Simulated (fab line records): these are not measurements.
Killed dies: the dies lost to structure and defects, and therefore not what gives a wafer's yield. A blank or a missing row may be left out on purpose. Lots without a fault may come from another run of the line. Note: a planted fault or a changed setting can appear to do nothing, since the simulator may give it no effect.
Problem report in the 8D (eight disciplines) form, filled by code :: flow berkeley-cmos170 :: the parts of the form that need people (team, actions taken, sign-off) are left out

== 1. WHAT IS WRONG ==
Wafers free of any fault read 27.1 ohm/sq (standard deviation 0.35) for SILICIDE_TI_RS at UCB170_SILICIDE_RS_MEAS_02, against a mean of 103.7 ohm/sq on 2 wafers of 2 lots. So: +99 or more standard deviations from the usual mean.
The step: measures by four-point-probe.
First seen on wafer L355.6, day 10 03:34, on film-metro-02. The record has a number at this step for 36 wafers belonging to 12 lots. The rule behind "out" and "out of limits": a value lying over 4 standard deviations away from the usual mean. All remaining wafers that have a number are taken as sound.

== 2. WHAT IT IS, AND WHAT IT ISN'T ==
question: which readings at this step
is: SILICIDE_TI_RS
is not: -

question: which lots
is: L355, L360
is not: L346, L347, L348, L349, L350, L351, L352, L363, L366, L369

question: which wafers of those lots
is: L355.6, L360.6
is not: L355.2, L355.4, L360.1, L360.4

question: read on which gauges
is: film-metro-02, film-metro-03
is not: film-metro-04

question: when
is: from day 10 03:34
is not: up to then (23 sound wafers); but 11 sound wafers of L360, L363, L366, L369 came after

== 3. WHAT RULES OUT EACH SUSPECT ==
Counting: if a tool at a process step up to the reading ran every lot that is out, it stays a suspect. Sound lots after the first of them don't rule it out here, since some wafers of a struck lot are sound.
- the gauge at UCB170_SILICIDE_RS_MEAS_02 is ruled out. The wafers that are out were read on 2 gauges (film-metro-02, film-metro-03).
- pvd-sputter-03 at UCB170_SILICIDE_SPUTTER_01 (material Ti, target thk 30 nm, time 24.21 s): kept. Ran every lot that is out, first one L355 (day 10 03:31); last sound lot up to then L351 (day 9 22:07).
After counting, what remains is pvd-sputter-03 at UCB170_SILICIDE_SPUTTER_01.

== 4. THE CAUSE (what the simulator had put in) ==
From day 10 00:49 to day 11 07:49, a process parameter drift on pvd-sputter-03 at UCB170_SILICIDE_SPUTTER_01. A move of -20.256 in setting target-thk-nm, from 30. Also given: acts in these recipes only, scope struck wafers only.
After counting, this tool was the only one left.

== 5. SEQUENCE OF EFFECTS, ordered by route ==
One row per reading whose mean, taken over the struck wafers that have a number, lies over 3 standard deviations from the usual. Only readings for which the record gives a usual standard deviation are gone through. hours: the time from each lot's start at the first step in this table that gives one to its start at this step, as a median over the lots. sigmas: the change in usual standard deviations.
hours: 0
step: UCB170_SILICIDE_RS_MEAS_02
reading: SILICIDE_TI_RS
usual: 27.1 ohm/sq
on struck wafers: 103.7
change: +76.6
sigmas: +99 or more

hours: 0
step: UCB170_SILICIDE_THK_MEAS_03
reading: SILICIDE_TI_THK
usual: 28.8 nm
on struck wafers: 9.7
change: -19.1
sigmas: -55

== 6. HOW IT WOULD HAVE BEEN CAUGHT EARLIER ==
3 hours passed between the start of the fault at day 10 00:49 and the first reading out of limits at a measuring or inspecting step in this record, taken at day 10 03:34.
No tool reading at UCB170_SILICIDE_SPUTTER_01 that has a usual standard deviation in the record was out on any struck wafer, so an alarm limit of 4 standard deviations on those readings would not have fired.
Of the lots that are out (2), L360 began UCB170_SILICIDE_SPUTTER_01 on pvd-sputter-03 after day 10 03:34. It would have been spared by a hold on the tool at that moment.
